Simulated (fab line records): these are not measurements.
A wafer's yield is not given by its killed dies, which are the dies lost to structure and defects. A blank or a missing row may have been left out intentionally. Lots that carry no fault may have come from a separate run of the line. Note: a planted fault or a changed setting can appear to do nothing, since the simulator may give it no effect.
2 desks, one fault	flow berkeleyCmos170	each desk holds nothing but its own numbers, with what lay behind them at the end

METROLOGY DESK
What the gauges read, lot by lot, whatever tool the lot ran on: means of the sampled wafers that have a number. Marked OUT: a lot whose mean sits more than 4 standard deviations from the usual mean, which makes it out of limits; the brackets give that distance.
Columns: A = GATE_OVL at UCB170_GATE_OVL_MEAS_13, usual 5 nm; B = NSD_RS at UCB170_SDANNEAL_RS_MEAS_03, usual 37.28 ohm/sq; C = cdNm at UCB170_V1_CD_MEAS_12, usual 700.1 nm
lot	first seen here	A	B	C
L626	day 7 12:10	5	37.19	700.0
L628	day 7 23:20	10	37.22	697.4
L627	day 7 23:35	13	37.31	700.3
L631	day 8 08:05	7	37.23	701.9
L630	day 8 08:30	6	37.35	701.3
L629	day 8 08:32	7	37.25	698.9
L635	day 9 07:43	-1	37.28	701.5
L632	day 9 09:05	5	37.32	700.1
L638	day 10 00:41	3	37.30	711.8 (+8.4) OUT
L641	day 10 12:02	2	37.37	699.9
L646	day 11 02:53	7	37.34	700.0
L647	day 11 15:49	8	37.30	699.5
This desk's finding: out of limits on L638; first on L638, day 11 10:18 (cdNm at UCB170_V1_CD_MEAS_12). L626, L628, L627, L631, L630, L629, L635, L632, L641, L646, L647: within limits.

AT THE TOOL OWNER'S DESK: krfScanner-01
The tool's own readings at UCB170_V1_EXPOSE_09 (exposes mask VIA1, target cd 700 nm): means of the sampled wafers that have a number, for each lot that ran on this tool. Marked OUT: a lot whose mean sits more than 4 standard deviations from the usual mean, which makes it out of limits; the brackets give that distance.
Columns: A = exposureDoseMJCm2 at UCB170_V1_EXPOSE_09, usual 36.97
lot	first seen here	A
L628	day 9 02:49	37.02
L629	day 9 19:56	36.94
L635	day 10 15:15	36.93
L638	day 11 09:54	36.42 (-17) OUT
This desk's finding: out of limits on L638; first on L638, day 11 09:54 (exposureDoseMJCm2 at UCB170_V1_EXPOSE_09). L628, L629, L635: within limits.

TAKEN TOGETHER
The tool owner's desk had the chance to raise an alarm at day 11 09:54 on L638.
On L638, the metrology desk was in a position to raise an alarm at day 11 10:18.
The lots listed all ran UCB170_V1_EXPOSE_09 on krfScanner-01.

WHAT THE SIMULATOR PUT IN
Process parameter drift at UCB170_V1_EXPOSE_09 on krfScanner-01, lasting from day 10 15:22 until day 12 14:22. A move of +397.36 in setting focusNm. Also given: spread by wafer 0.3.
Struck lots among those shown: L638.
Hours from the fault's start to each desk's first reading out of limits: the tool owner's desk, 19; the metrology desk, 19.
